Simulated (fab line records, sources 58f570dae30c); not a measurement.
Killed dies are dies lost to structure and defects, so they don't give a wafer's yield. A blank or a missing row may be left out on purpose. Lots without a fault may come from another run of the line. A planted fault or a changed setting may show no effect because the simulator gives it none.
Which tool did it? | flow berkeley_cmos170 | 14 lots, 42 wafers sampled, at 4 steps of a route of 331

WHAT THE GAUGES READ, wafer by wafer
UCB170_ACTIVE_CD_MEAS_90: target cd 1200 nm.
lot  | measured    | on        | cd_nm (nm)
L387 | day 4 01:28 | cd_sem-01 | 1199.8 1199.7 1199.3
L386 | day 4 01:46 | cd_sem-02 | 1199.4 1200.6 1199.6
L390 | day 4 15:08 | cd_sem-02 | 1202.4 1202.0 1201.8
L388 | day 4 15:16 | cd_sem-02 | 1198.2 1198.5 1199.5
L391 | day 5 00:55 | cd_sem-02 | 1201.8 1201.4 1201.5
L393 | day 5 14:00 | cd_sem-01 | 1198.6 1199.9 1198.7
L398 | day 6 17:50 | cd_sem-02 | 1200.3 1198.1 1200.1
L401 | day 7 05:10 | cd_sem-02 | 1200.4 1200.6 1199.5
L402 | day 7 16:38 | cd_sem-01 | 1199.8 1201.0 1201.3
L403 | day 8 00:59 | cd_sem-02 | 1197.1 1198.9 1197.7
L405 | day 8 01:32 | cd_sem-02 | 1200.8 1199.7 1200.5
L406 | day 8 17:31 | cd_sem-02 | 1198.0 1198.9 1198.7
L408 | day 9 00:38 | cd_sem-01 | 1200.6 1201.4 1200.5
L407 | day 9 01:11 | cd_sem-01 | 1200.4 1198.1 1200.1

UCB170_NLDD_TW_MEAS_11.
lot  | measured     | on            | NLDD_TW
L387 | day 5 23:14  | film_metro-01 | 2213 2214 2217
L386 | day 5 22:40  | film_metro-02 | 2293 2298 2303
L390 | day 6 17:01  | film_metro-01 | 2212 2201 2214
L388 | day 6 17:14  | film_metro-03 | 30 30 30
L391 | day 7 08:30  | film_metro-02 | 31 31 31
L393 | day 7 15:41  | film_metro-02 | 2279 2285 2289
L398 | day 9 04:23  | film_metro-01 | 2213 2207 2230
L401 | day 9 15:56  | film_metro-01 | 2206 2193 2205
L402 | day 10 07:08 | film_metro-02 | 2281 2277 2288
L403 | day 10 05:59 | film_metro-03 | 2247 2238 2248
L405 | day 10 06:58 | film_metro-03 | 2238 2239 2242
L406 | day 10 18:15 | film_metro-03 | 2245 2240 2235
L408 | day 11 02:49 | film_metro-02 | 2295 2298 2301
L407 | day 11 02:46 | film_metro-01 | 2213 2219 2218

WHICH TOOL RAN EACH LOT (tool, then ch and the chambers of the sampled wafers, then the start)
lot  | UCB170_PFIELD_STRIP_08              | UCB170_NLDD_DEVELOP_05
L387 | plasma_asher-01 ch 0,1, day 4 03:07 | litho_track-01 ch 0, day 5 22:00
L386 | plasma_asher-02 ch 0,1, day 4 03:22 | litho_track-01 ch 0, day 5 21:00
L390 | plasma_asher-03 ch 0,1, day 4 18:04 | litho_track-02 ch 0, day 6 16:00
L388 | plasma_asher-02 ch 0,1, day 4 18:14 | litho_track-01 ch 0, day 6 16:00
L391 | plasma_asher-01 ch 0,1, day 5 04:28 | litho_track-01 ch 0, day 7 07:00
L393 | plasma_asher-01 ch 0,1, day 5 16:01 | litho_track-02 ch 0, day 7 15:00
L398 | plasma_asher-02 ch 0,1, day 6 19:10 | litho_track-03 ch 0, day 9 03:00
L401 | plasma_asher-02 ch 0, day 7 06:58   | litho_track-03 ch 0, day 9 15:00
L402 | plasma_asher-01 ch 0,1, day 7 18:09 | litho_track-03 ch 0, day 10 06:00
L403 | plasma_asher-03 ch 0,1, day 8 02:58 | litho_track-01 ch 0, day 10 05:00
L405 | plasma_asher-02 ch 0, day 8 03:56   | litho_track-01 ch 0, day 10 06:00
L406 | plasma_asher-03 ch 0,1, day 8 22:43 | litho_track-01 ch 0, day 10 17:00
L408 | plasma_asher-03 ch 0,1, day 9 03:57 | litho_track-02 ch 0, day 11 02:00
L407 | plasma_asher-03 ch 0,1, day 9 04:05 | litho_track-03 ch 0, day 11 02:00
- UCB170_PFIELD_STRIP_08: strips in O2.
- UCB170_NLDD_DEVELOP_05: develop time 45 s.

WHAT THE TOOLS THEMSELVES READ (means of the sampled wafers that have a number; where no wafer has one, the mark that the record gives instead)
UCB170_PFIELD_STRIP_08.
lot  | tool            | drypump_motor_current_A (A) | o2_flow_sccm (sccm) | oes_product_au (a.u.) | strip_time_to_endpoint_s (s)
L387 | plasma_asher-01 | 5.3                         | 400.2               | 0.732                 | 21.70
L386 | plasma_asher-02 | 6.3                         | 399.3               | 0.730                 | 21.51
L390 | plasma_asher-03 | 5.7                         | 400.1               | 0.731                 | 21.59
L388 | plasma_asher-02 | 6.0                         | 399.5               | 0.735                 | 21.60
L391 | plasma_asher-01 | 5.4                         | 400.7               | 0.733                 | 21.64
L393 | plasma_asher-01 | 5.2                         | 401.6               | 0.733                 | 21.61
L398 | plasma_asher-02 | 6.3                         | 400.2               | 0.733                 | 21.62
L401 | plasma_asher-02 | 5.8                         | 400.6               | 0.731                 | 21.75
L402 | plasma_asher-01 | 5.4                         | 399.7               | 0.736                 | 21.63
L403 | plasma_asher-03 | 5.7                         | 399.9               | 0.737                 | 21.74
L405 | plasma_asher-02 | 5.8                         | 400.1               | 0.735                 | 21.69
L406 | plasma_asher-03 | 5.7                         | 400.5               | 0.733                 | 21.76
L408 | plasma_asher-03 | 5.8                         | 400.3               | 0.731                 | 21.74
L407 | plasma_asher-03 | 5.7                         | 400.4               | 0.735                 | 21.75

THE ANSWER, worked out from the rows above alone
Rule: what is usual is taken from the lots themselves. Put in order of their means at a reading, lots are off if they are a third of the lots or fewer, leave a main group of 4 or more, and stand apart from it by a gap of 3 or more times the standard deviation of the main group's means; of several such gaps the widest counts. A main group whose means are all the same, to the digits that the tables above print for the reading, isn't used. A lot without any number at a reading at which 4 lots or more have one is off too. The other lots that the step has rows for count as sound. The gauges are gone through in route order, then the tools' own readings, and for those a lot's mean is taken as printed above. The first step at which some lot is off is used, and at that step the reading that is off furthest; a lot without a number counts as furthest.
Off: L388, L391, at UCB170_NLDD_TW_MEAS_11 (NLDD_TW). The main group: mean 2245, standard deviation 35.
A tool fits if, at a process step before that reading, it ran every lot that is off, and no sound lot after the first of them. The gauges at UCB170_NLDD_TW_MEAS_11 are tried like those tools. None of those tried fits.

WHAT THE SIMULATOR HAD PUT IN
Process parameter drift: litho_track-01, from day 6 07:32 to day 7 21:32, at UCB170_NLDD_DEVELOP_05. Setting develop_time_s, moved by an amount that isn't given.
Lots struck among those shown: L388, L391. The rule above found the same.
